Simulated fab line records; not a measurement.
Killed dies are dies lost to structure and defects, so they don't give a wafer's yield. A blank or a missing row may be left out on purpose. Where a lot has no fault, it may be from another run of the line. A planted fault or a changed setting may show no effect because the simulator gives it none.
Chamber matching + flow berkeleyCmos170 + 4 sister chambers for UCB170_V1_CMP_02 on cmp-02
The step polishes SiO2. 8 wafers are shown with their chamber, then 8 later ones without.

## WAFERS PAIRED WITH THEIR CHAMBERS
| wafer  | chamber | motorCurrentA (A) | retainingRingPressureFrac |
|--------|---------|-------------------|---------------------------|
| L877.6 | 3       | 14.3              | 1.001                     |
| L881.1 | 2       | 13.9              | 1.002                     |
| L881.6 | 3       | 14.1              | 0.995                     |
| L884.1 | 2       | 14.2              | 0.993                     |
| L884.5 | 0       | 16.4              | 0.998                     |
| L887.1 | 0       | 16.2              | 0.997                     |
| L887.6 | 1       | 16.5              | 0.996                     |
| L890.1 | 1       | 15.8              | 1.002                     |

## WAFERS WITHOUT THEIR CHAMBER
| wafer  | motorCurrentA (A) | retainingRingPressureFrac |
|--------|-------------------|---------------------------|
| L890.3 | 14.2              | 1.001                     |
| L890.6 | 15.7              | 1.002                     |
| L894.3 | 14.9              | 1.008                     |
| L894.4 | 16.2              | 0.995                     |
| L894.5 | 16.7              | 1.003                     |
| L900.1 | 16.7              | 1.005                     |
| L900.2 | 14.5              | 0.993                     |
| L900.3 | 15.8              | 0.999                     |

## WHICH CHAMBER EACH WENT THROUGH
| wafer  | from the rows above          | in truth |
|--------|------------------------------|----------|
| L890.3 | can't be placed: 3 or 2      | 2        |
| L890.6 | can't be placed: 1 or 0      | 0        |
| L894.3 | can't be placed: 3 or 2 or 1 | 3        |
| L894.4 | can't be placed: 0 or 1      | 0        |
| L894.5 | can't be placed: 0 or 1      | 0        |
| L900.1 | can't be placed: 0 or 1      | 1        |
| L900.2 | can't be placed: 3 or 2      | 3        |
| L900.3 | can't be placed: 1 or 0      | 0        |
Correct placement for 0 of the 8. Not placeable from these rows: 8 (in 8, the candidates include the true chamber). Number placed wrongly: 0.
How it was worked out, from the rows above alone: a wafer's distance from a chamber is the root of the sum, over the readings, of the square of ((its reading less the chamber's mean) divided by the reading's scatter). If the next closest chamber is less than 2 further off than the closest, the wafer can't be placed; otherwise it belongs to the closest. Each chamber's mean is taken over the wafers shown for it. The scatter: take each reading less its chamber's mean, square it, sum over the shown wafers, divide by the number of wafers less the number of chambers, and take the root.
